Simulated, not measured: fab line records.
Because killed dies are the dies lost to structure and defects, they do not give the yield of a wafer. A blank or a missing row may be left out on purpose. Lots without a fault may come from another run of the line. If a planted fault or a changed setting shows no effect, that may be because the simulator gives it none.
2 desks, one fault | flow berkeley_cmos170 | numbers are kept per desk, each desk with only its own; the story behind them comes last

## FROM THE METROLOGY DESK
Means of the sampled wafers that have a number, per lot and without regard to the tool the lot ran on: this is what the gauges read. Any lot whose mean is over 4 standard deviations away from the usual mean is out of limits and marked OUT; that distance is given in the brackets.
Columns: A = cd_nm at UCB170_ACTIVE_CD_MEAS_90, usual 1199.9 nm; B = cd_nm at UCB170_PSD_CD_MEAS_06, usual 1200.6 nm
lot  | first seen here | A      | B
L522 | day 5 09:59     | 1199.7 | 1201.8
L525 | day 5 10:28     | 1200.8 | 1200.6
L523 | day 5 10:45     | 1200.0 | 1200.2
L524 | day 5 10:57     | 1198.7 | 1200.1
L528 | day 5 19:13     | 1199.7 | 1200.1
L526 | day 5 19:58     | 1200.2 | 1202.0
L530 | day 6 09:52     | 1200.4 | 1200.4
L529 | day 6 10:14     | 1196.9 | 1200.9
L537 | day 7 12:23     | 1200.9 | 1199.2
L539 | day 8 09:20     | 1199.6 | 1200.3
L540 | day 8 09:29     | 1197.7 | 1198.8
L538 | day 8 09:36     | 1201.0 | 1198.6
L543 | day 9 06:43     | 1197.6 | 1202.3
L545 | day 9 06:52     | 1200.4 | 1202.5
L544 | day 9 07:10     | 1199.3 | 1199.4
Finding of this desk: none of the 15 lots has anything out of limits.

## AT THE TOOL OWNER'S DESK: furnace-02
At UCB170_WELLDRIVE_ANNEAL_03 (time 900 s), the tool's own readings, given per lot that ran on this tool as the mean of the sampled wafers with a number. Any lot whose mean is over 4 standard deviations away from the usual mean is out of limits and marked OUT; that distance is given in the brackets.
Columns: A = spike_tc_centre_C at UCB170_WELLDRIVE_ANNEAL_03, usual 1102.1 C; B = spike_tc_load_C at UCB170_WELLDRIVE_ANNEAL_03, usual 1128.2 C; C = spike_tc_source_C at UCB170_WELLDRIVE_ANNEAL_03, usual 1125 C; D = tube_center_temp_C at UCB170_WELLDRIVE_ANNEAL_03, usual 1100 C; E = tube_center_temp_C_max at UCB170_WELLDRIVE_ANNEAL_03, usual 1102.9
lot  | first seen here | A                | B                | C              | D                      | E
L529 | day 5 15:55     | 1101.8           | 1128.2           | 1122           | 1100                   | 1102.8
L530 | day 5 15:55     | 1101.4           | 1128.4           | 1122           | 1100                   | 1102.4
L537 | day 6 22:26     | 1102.5           | 1128.1           | 1122           | 1100                   | 1102.6
L538 | day 7 15:54     | 1151.8 (+50) OUT | 1178.8 (+46) OUT | 1173 (+16) OUT | 1150 (+99 or more) OUT | 1153.0 (+99 or more) OUT
L539 | day 7 15:54     | 1152.7 (+51) OUT | 1178.8 (+46) OUT | 1173 (+15) OUT | 1150 (+99 or more) OUT | 1152.3 (+99 or more) OUT
L540 | day 7 15:54     | 1152.8 (+51) OUT | 1178.3 (+46) OUT | 1172 (+15) OUT | 1150 (+99 or more) OUT | 1152.8 (+99 or more) OUT
Finding of this desk: L538, L539, L540 out of limits; the first was L538 at day 7 15:54, on spike_tc_centre_C at UCB170_WELLDRIVE_ANNEAL_03. L529, L530, L537: within limits.

## BROUGHT TOGETHER
The tool owner's desk had the chance to raise an alarm at day 7 15:54 on L538, L539, L540.
The metrology desk saw nothing out of limits.
The metrology desk has L538, L539, L540 on record, within its limits.
UCB170_WELLDRIVE_ANNEAL_03 was run on furnace-02 by each of the lots named.

## WHAT THE SIMULATOR HAD PUT IN
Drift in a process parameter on furnace-02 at UCB170_WELLDRIVE_ANNEAL_03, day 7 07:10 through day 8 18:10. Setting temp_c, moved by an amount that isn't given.
Struck lots among those shown: L538, L539, L540.
Each desk's first reading out of limits, in hours after the fault started: the tool owner's desk, 9.
